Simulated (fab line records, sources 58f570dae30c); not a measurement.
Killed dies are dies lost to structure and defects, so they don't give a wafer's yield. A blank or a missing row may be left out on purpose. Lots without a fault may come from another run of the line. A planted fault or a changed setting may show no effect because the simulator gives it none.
One fault seen from 2 desks | flow berkeley_cmos170 | each desk has only its own numbers; what lay behind them comes last

THE METROLOGY DESK
What the gauges read, lot by lot, whatever tool the lot ran on: means of the sampled wafers that have a number. A lot is out of limits, marked OUT, if its mean lies more than 4 standard deviations from the usual mean; the brackets give that distance.
Columns: A = NLDD_TW at UCB170_NLDD_TW_MEAS_11, usual 2222; B = NLDD_RS at UCB170_SDANNEAL_RS_MEAS_05, usual 616.8 ohm/sq; C = M2_AL_RS at UCB170_M2_RS_MEAS_02, usual 0.0321 ohm/sq
lot  | first seen here | A              | B                       | C
L189 | day 7 02:07     | 2204           | 615.8                   | 0.0323
L191 | day 7 02:27     | 2215           | 614.5                   | 0.0319
L190 | day 7 02:35     | 2248           | 617.6                   | 0.0322
L195 | day 8 02:36     | 2209           | 617.9                   | 0.0317
L192 | day 8 02:52     | 2216           | 616.4                   | 0.0324
L193 | day 8 03:23     | 2216           | 617.7                   | 0.0319
L194 | day 8 03:40     | 2213           | 616.3                   | 0.0320
L200 | day 9 19:59     | 2448 (+14) OUT | 485.0 (-99 or more) OUT | 0.0323
L202 | day 9 20:19     | 2215           | 616.0                   | 0.0327
L204 | day 10 09:53    | 2462 (+15) OUT | 483.7 (-99 or more) OUT | 0.0319
L205 | day 11 07:53    | 2212           | 617.7                   | 0.0319
L209 | day 11 08:27    | 2229           | 614.7                   | 0.0320
L210 | day 12 08:10    | 2194           | 617.4                   | 0.0320
L212 | day 12 08:26    | 2211           | 618.3                   | 0.0317
This desk's finding: out of limits on L200, L204; first on L200, day 9 19:59 (NLDD_TW at UCB170_NLDD_TW_MEAS_11). In limits: L189, L191, L190, L195, L192, L193, L194, L202, L205, L209, L210, L212.

THE TOOL OWNER'S DESK: implanter-04
The tool's own readings at UCB170_NLDD_IMPLANT_08: means of the sampled wafers that have a number, for each lot that ran on this tool. A lot is out of limits, marked OUT, if its mean lies more than 4 standard deviations from the usual mean; the brackets give that distance.
Columns: A = beam_energy_keV at UCB170_NLDD_IMPLANT_08, usual 29.998; B = dose_ions_cm2 at UCB170_NLDD_IMPLANT_08, usual 5e+13; C = faraday_current_uA at UCB170_NLDD_IMPLANT_08, usual 158
lot  | first seen here | A      | B                       | C
L191 | day 7 02:03     | 29.992 | 5e+13                   | 157
L192 | day 8 02:31     | 29.999 | 5e+13                   | 161
L200 | day 9 19:36     | 29.993 | 9e+13 (+99 or more) OUT | 296 (+40) OUT
L204 | day 10 09:30    | 30.000 | 9e+13 (+99 or more) OUT | 287 (+38) OUT
This desk's finding: out of limits on L200, L204; first on L200, day 9 19:36 (dose_ions_cm2 at UCB170_NLDD_IMPLANT_08). In limits: L191, L192.

PUT TOGETHER
The tool owner's desk could have raised an alarm at day 9 19:36, on L200, L204.
The metrology desk could have raised an alarm at day 9 19:59, on L200, L204.
Of the lots named, all ran UCB170_NLDD_IMPLANT_08 on implanter-04.

WHAT THE SIMULATOR HAD PUT IN
Process parameter drift: implanter-04, from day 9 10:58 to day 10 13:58, at UCB170_NLDD_IMPLANT_08. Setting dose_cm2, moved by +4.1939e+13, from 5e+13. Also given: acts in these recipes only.
Lots struck among those shown: L200, L204.
Hours from the fault's start to each desk's first reading out of limits: the tool owner's desk, 9; the metrology desk, 9.
